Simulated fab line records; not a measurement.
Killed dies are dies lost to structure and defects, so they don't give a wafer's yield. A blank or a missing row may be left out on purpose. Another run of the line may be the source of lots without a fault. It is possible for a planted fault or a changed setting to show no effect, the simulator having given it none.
A struck lot beside a sound one    flow ritCmos    44 steps out of a route of 202
Sound: the wafers L224.1, L224.2, L224.4. Wafers L213.1, L213.2, L213.6 were the ones struck. The cause is named last.
Each step with rows lists, per side, the tool, then ch with its chambers, then its first start. Under that, the readings that differ: sound wafers    struck wafers    difference of the means    sigmas: that difference in standard deviations of wafers without a fault.
alike: a reading whose means differ by less than 2 such deviations, as well as words and numbers matching on both sides. not compared: withheld readings; readings where some wafer has no value; bounds like >300 that might hide an equal value; numbers whose values overlap and for which the record gives no deviation.
The two part at a step that has a row with sigmas, a row that says differs or no value, or rows on one side only. When numbers do not overlap yet have no deviation, they are printed without sigmas and do not part them. A reading that every wafer of one side lacks parts them only if that side has two wafers or more.

first, 1 step without rows for these wafers: RIT_PRETRO_IMPLANT_08.
RIT_PRETRO_STRIP_09: strips in O2, time 180 s.
  sound on plasmaAsher-03 ch 0,1, day 5 07:48; struck on plasmaAsher-04 ch 0,1, day 3 01:48
  alike: chamberPressureMTorr, drypumpMotorCurrentA
  not compared: rfHoursCounterH
RIT_PRETRO_TW_MEAS_10:
  sound: filmMetro-03 at day 5 07:58; struck: filmMetro-01 at day 3 01:58
reading    sound        struck       difference  sigmas
PRETRO_TW  481 479 477  466 467 466  -13         -3
then, 5 steps without rows for these wafers: RIT_GATE_WET_ETCH_00 (etches SiO2 in BOE, target depth 56 nm, time 60 s); RIT_GATE_CLEAN_01 (cleans in SC1, time 600 s); RIT_GATE_CLEAN_02 (cleans in dHF, time 30 s); RIT_GATE_CLEAN_03 (cleans in SC2, time 600 s); RIT_GATE_CLEAN_04 (cleans in dHF, time 60 s).
RIT_FOX2_THK_MEAS_91:
  sound: filmMetro-03 at day 5 08:27; struck: filmMetro-01 at day 3 02:37
  alike: FIELD_OXIDE_LEFT_2_THK
then, 2 steps without rows for these wafers: RIT_GATE_OXIDATION_05 (target thk 3 nm, ox time 270 s); RIT_GATE_ANNEAL_06 (time 600 s).
RIT_GATE_THK_MEAS_07:
  sound: filmMetro-03 at day 5 09:50; struck: filmMetro-04 at day 3 04:01
  alike: GATE_OXIDE_THK
RIT_GATE_CVD_08: deposits poly-Si from SiH4, target thk 250 nm, time 2220 s.
  sound on lpcvd-02 ch 0, day 5 09:53; struck on lpcvd-01 ch 0, day 3 04:04
reading                                  sound              struck             difference  sigmas
model.poly-Si_of_GATE_CVD_08.thkNm (nm)  253.4 253.3 253.3  169.1 168.6 169.8  -84.2       
  alike: spikeTcSourceC
RIT_GATE_THK_MEAS_09:
  sound: filmMetro-03 at day 5 12:19; struck: filmMetro-04 at day 3 05:41
reading             sound              struck             difference  sigmas
GATE_POLY_THK (nm)  253.4 253.4 253.4  169.2 168.7 169.8  -84.2       -35
then, 6 steps without rows for these wafers: RIT_GATE_HMDS_10 (prime time 60 s); RIT_GATE_COAT_11 (resist thk 850 nm); RIT_GATE_SOFTBAKE_12 (time 60 s); RIT_GATE_EXPOSE_13 (exposes mask M6, target cd 150 nm); RIT_GATE_PEB_14; RIT_GATE_DEVELOP_15 (develop time 50 s).
RIT_GATE_CD_MEAS_16: target cd 150 nm.
  sound: cdSem-01 at day 5 13:21; struck: cdSem-02 at day 3 06:46
  alike: cdNm
RIT_GATE_OVL_MEAS_17:
  sound: overlay-02 at day 5 13:28; struck: overlay-01 at day 3 06:53
  alike: GATE_OVL
then, 1 step without rows for these wafers: RIT_GATE_HARDBAKE_18 (time 60 s).
RIT_GATE_ETCH_19: etches poly-Si in SF6/CHF3/O2, stops on SiO2, time 165 s, target depth 312.5 nm.
  sound on rieSi-01 ch 1,2,3, day 5 13:40; struck on rieSi-02 ch 1,3, day 3 07:04
reading                         sound              struck             difference  sigmas
oesProductAu (a.u.)             0.861 0.869 0.869  0.629 0.664 0.638  -0.223      -12
model.GATE.featureDepthNm (nm)  253.4 253.3 253.3  169.1 168.6 169.8  -84.2       
model.etch.depthNm (nm)         253.4 253.3 253.3  169.1 168.6 169.8  -84.2       
  alike: chamberPressureMTorr, drypumpMotorCurrentA, throttleValvePct
  not compared: rfHoursCounterH
RIT_GATE_STRIP_20: strips in O2, time 180 s.
  sound on plasmaAsher-04 ch 0,1, day 5 13:46; struck on plasmaAsher-03 ch 0,1, day 3 07:11
  alike: chamberPressureMTorr, drypumpMotorCurrentA
  not compared: rfHoursCounterH
RIT_GATE_CD_MEAS_90: target cd 150 nm.
  sound: cdSem-02 at day 5 13:56; struck: cdSem-02 at day 3 07:22
  alike: cdNm
then, 4 steps without rows for these wafers: RIT_REOX_CLEAN_00 (cleans in SC1, time 600 s); RIT_REOX_CLEAN_01 (cleans in dHF, time 30 s); RIT_REOX_CLEAN_02 (cleans in SC2, time 600 s); RIT_REOX_OXIDATION_03 (target thk 25.2 nm, ox time 5580 s).
RIT_REOX_THK_MEAS_04:
  sound: filmMetro-01 at day 5 16:59; struck: filmMetro-01 at day 3 11:43
  alike: REOX_OXIDE_THK
then, 6 steps without rows for these wafers: RIT_NLDD_HMDS_00 (prime time 60 s); RIT_NLDD_COAT_01 (resist thk 1000 nm); RIT_NLDD_SOFTBAKE_02 (time 60 s); RIT_NLDD_EXPOSE_03 (exposes mask M7, target cd 40700 nm); RIT_NLDD_PEB_04; RIT_NLDD_DEVELOP_05 (develop time 50 s).
RIT_NLDD_OVL_MEAS_06:
  sound: overlay-02 at day 5 17:53; struck: overlay-02 at day 3 12:37
reading        sound        struck         difference  sigmas
NLDD_OVL (nm)  2.9 3.6 1.8  -0.2 0.6 -1.4  -3.1        -2
then, 2 steps without rows for these wafers: RIT_NLDD_HARDBAKE_07 (time 60 s); RIT_NLDD_IMPLANT_08.
RIT_NLDD_STRIP_09: strips in O2, time 180 s.
  sound on plasmaAsher-01 ch 0,1, day 5 18:20; struck on plasmaAsher-03 ch 0,1, day 3 12:58
  alike: chamberPressureMTorr, drypumpMotorCurrentA
  not compared: rfHoursCounterH
RIT_NLDD_TW_MEAS_10:
  sound: filmMetro-04 at day 5 18:31; struck: filmMetro-03 at day 3 13:08
  alike: NLDD_TW
RIT_SDANNEAL_CLEAN_02: cleans in SC2, time 600 s.
  sound on wetBench-04 ch 0, day 6 02:01; struck on wetBench-02 ch 1, day 3 20:29
reading                                  sound              struck             difference  sigmas
model.poly-Si_of_GATE_CVD_08.thkNm (nm)  168.2 168.9 166.6  80.96 80.54 83.23  -86.32      
  alike: bathGuardTempC
RIT_M1_PROBE_99:
  record: rows for the struck wafers here (prober-01, day 4 04:33), none for the sound ones

== WHERE THEY PART ==
Last at RIT_M1_PROBE_99 as far as this record goes, first at RIT_PRETRO_TW_MEAS_10.

WHY: what the simulator had put in
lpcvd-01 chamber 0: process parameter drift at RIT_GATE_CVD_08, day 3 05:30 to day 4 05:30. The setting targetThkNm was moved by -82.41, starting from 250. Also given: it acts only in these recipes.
